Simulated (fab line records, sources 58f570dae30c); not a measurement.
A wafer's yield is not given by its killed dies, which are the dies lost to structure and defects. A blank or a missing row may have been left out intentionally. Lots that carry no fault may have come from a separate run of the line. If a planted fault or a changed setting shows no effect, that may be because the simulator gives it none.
Check for tools in common -- flow berkeley-cmos170 -- Sample size 14 lots and 42 wafers

REASON FOR OPENING
At UCB170_V2_CD_MEAS_12 the reading cd-nm is flagged on 2 of 14 lots. Fault-free wafers read 699.8 nm, with a standard deviation of 1.1.
Rule: a lot is flagged in two cases, either no wafer of it has a number, or all its wafers with numbers fall more than 4 standard deviations from that mean. As for the other lots, they are considered sound.

lot,measured,on,"cd-nm (nm), wafer by wafer",flag
L465,day 8 16:13,cd-sem-02,697.9 698.8 698.5,
L469,day 9 09:38,cd-sem-01,700.2 700.8 700.3,
L468,day 9 10:22,cd-sem-02,701.5 701.3 701.9,
L467,day 9 11:55,cd-sem-02,699.0 697.5 698.2,
L471,day 9 17:20,cd-sem-01,698.9 699.6 699.4,
L475,day 10 04:18,cd-sem-01,700.6 700.2 698.8,
L474,day 10 10:43,cd-sem-01,700.4 701.0 701.6,
L473,day 10 10:50,cd-sem-01,702.3 700.7 700.4,
L477,day 10 15:53,cd-sem-01,699.3 699.5 698.5,
L480,day 11 18:35,cd-sem-01,747.9 747.8 749.8,FLAGGED
L482,day 11 21:37,cd-sem-02,738.7 738.5 738.8,FLAGGED
L485,day 12 23:07,cd-sem-02,698.9 697.9 699.9,
L486,day 12 23:19,cd-sem-02,701.8 700.6 700.8,
L487,day 13 08:35,cd-sem-01,699.9 699.2 700.4,
The mean of the flagged lots' numbers is 743.6 nm, +43.8 nm from the usual (+40 standard deviations).

WHICH TOOL RAN EACH LOT
The record keeps 1 process step preceding the reading, out of 331 steps on the route. Each cell gives the tool, then ch followed by the chambers the sampled wafers passed through, then the start.
lot,flag,UCB170_V2_PEB_10
L465,,"litho-track-03 ch 0, day 8 15:56"
L469,,"litho-track-04 ch 0, day 9 09:22"
L468,,"litho-track-02 ch 0, day 9 10:05"
L467,,"litho-track-03 ch 0, day 9 11:38"
L471,,"litho-track-02 ch 0, day 9 17:04"
L475,,"litho-track-03 ch 0, day 10 04:02"
L474,,"litho-track-03 ch 0, day 10 10:26"
L473,,"litho-track-02 ch 0, day 10 10:34"
L477,,"litho-track-02 ch 0, day 10 15:37"
L480,FLAGGED,"litho-track-03 ch 0, day 11 18:19"
L482,FLAGGED,"litho-track-03 ch 0, day 11 21:21"
L485,,"litho-track-02 ch 0, day 12 22:47"
L486,,"litho-track-02 ch 0, day 12 23:01"
L487,,"litho-track-02 ch 0, day 13 08:19"
What is done by these steps:
- UCB170_V2_PEB_10
- UCB170_V2_CD_MEAS_12: target cd 700 nm.

FLAGGED OVER TOTAL, TOOL BY TOOL (the gauges that took the reading come last)
step,tool,lots run,flagged,share of the flagged lots,sound lots run after its first flagged lot
UCB170_V2_PEB_10,litho-track-02,7,0,none,-
UCB170_V2_PEB_10,litho-track-03,6,2,all,0
UCB170_V2_PEB_10,litho-track-04,1,0,none,-
UCB170_V2_CD_MEAS_12,cd-sem-01,8,1,some,1 (L487)
UCB170_V2_CD_MEAS_12,cd-sem-02,6,1,some,"2 (L485,L486)"

WHAT THE TABLE ALLOWS
Rows of the table that ran each flagged lot: 1, that is litho-track-03 at UCB170_V2_PEB_10.
- litho-track-03 at UCB170_V2_PEB_10 ran 6 lots, 2 of them flagged. Last sound lot L474 at day 10 10:26, first flagged lot L480 at day 11 18:19; a fault beginning in between fits. Its own readings (heater-power-total-W, plate-temp-C) fall more than 4 standard deviations out on all wafers of the flagged lots.
What remains is a single tool, litho-track-03 at UCB170_V2_PEB_10.

WHAT HAD BEEN PUT IN BY THE SIMULATOR
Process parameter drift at UCB170_V2_PEB_10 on litho-track-03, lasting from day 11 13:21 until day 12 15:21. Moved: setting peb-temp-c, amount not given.
Shown lots that were struck: L480, L482. The rule given above showed the same thing.
